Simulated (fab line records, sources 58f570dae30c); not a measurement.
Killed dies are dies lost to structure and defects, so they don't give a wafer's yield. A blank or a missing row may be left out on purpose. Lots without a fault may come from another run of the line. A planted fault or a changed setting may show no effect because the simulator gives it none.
Which tool did it? | flow berkeley_cmos170 | 7 lots, 21 wafers sampled, at 3 steps of a route of 331

WHAT THE GAUGES READ, wafer by wafer
UCB170_V1_THK_MEAS_01.
lot  | measured     | on            | V1_TEOS_THK (nm)
L628 | day 7 21:11  | film_metro-04 | 1978 1998 1997
L631 | day 7 21:18  | film_metro-01 | 1973 2003 1997
L634 | day 8 10:20  | film_metro-03 | 1998 1998 2007
L636 | day 9 06:40  | film_metro-01 | 2014 2025 2040
L644 | day 10 14:22 | film_metro-01 | 2008 2054 2013
L642 | day 10 14:32 | film_metro-03 | 1904 1914 1920
L651 | day 11 13:05 | film_metro-03 | 2001 2030 2039

WHICH TOOL RAN EACH LOT (tool, then ch and the chambers of the sampled wafers, then the start)
lot  | UCB170_M1_ETCH_11                  | UCB170_V1_CVD_00
L628 | rie_diel-02 ch 1,2,3, day 7 15:02  | pecvd-02 ch 0,1, day 7 20:59
L631 | rie_diel-01 ch 0,2,3, day 7 16:01  | pecvd-04 ch 0,2, day 7 21:08
L634 | rie_diel-02 ch 1,3, day 8 03:43    | pecvd-04 ch 1,2, day 8 10:10
L636 | rie_diel-01 ch 0,2,3, day 9 02:57  | pecvd-04 ch 0,1, day 9 06:31
L644 | rie_diel-02 ch 0,1, day 10 11:22   | pecvd-01 ch 0,1, day 10 14:13
L642 | rie_diel-04 ch 0,2,3, day 10 11:55 | pecvd-04 ch 0,2, day 10 14:22
L651 | rie_diel-04 ch 0,1,3, day 11 08:14 | pecvd-01 ch 0,1, day 11 12:55
- UCB170_M1_ETCH_11: etches BARC in N2/H2.
- UCB170_V1_CVD_00: deposits SiO2 from TEOS/O2, target thk 2000 nm, time 250 s.

THE ANSWER, worked out from the rows above alone
Rule: what is usual is taken from the lots themselves. Put in order of their means at a reading, lots are off if they are a third of the lots or fewer, leave a main group of 4 or more, and stand apart from it by a gap of 3 or more times the standard deviation of the main group's means; of several such gaps the widest counts. A main group whose means are all the same, to the digits that the tables above print for the reading, isn't used. A lot without any number at a reading at which 4 lots or more have one is off too. The other lots that the step has rows for count as sound.
Off: L642, at UCB170_V1_THK_MEAS_01 (V1_TEOS_THK). The main group: mean 2010 nm, standard deviation 16.
A tool fits if, at a process step before that reading, it ran every lot that is off, and no sound lot after the first of them. The gauges at UCB170_V1_THK_MEAS_01 are tried like those tools. One fits: pecvd-04 at UCB170_V1_CVD_00. Its last sound lot is L636 (day 9 06:31), its first lot that is off L642 (day 10 14:22): a fault that began between those two fits.

WHAT THE SIMULATOR HAD PUT IN
Process parameter drift: pecvd-04, from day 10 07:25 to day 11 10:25, at UCB170_V1_CVD_00. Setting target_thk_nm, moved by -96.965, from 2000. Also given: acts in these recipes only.
Lots struck among those shown: L642. The rule above found the same.
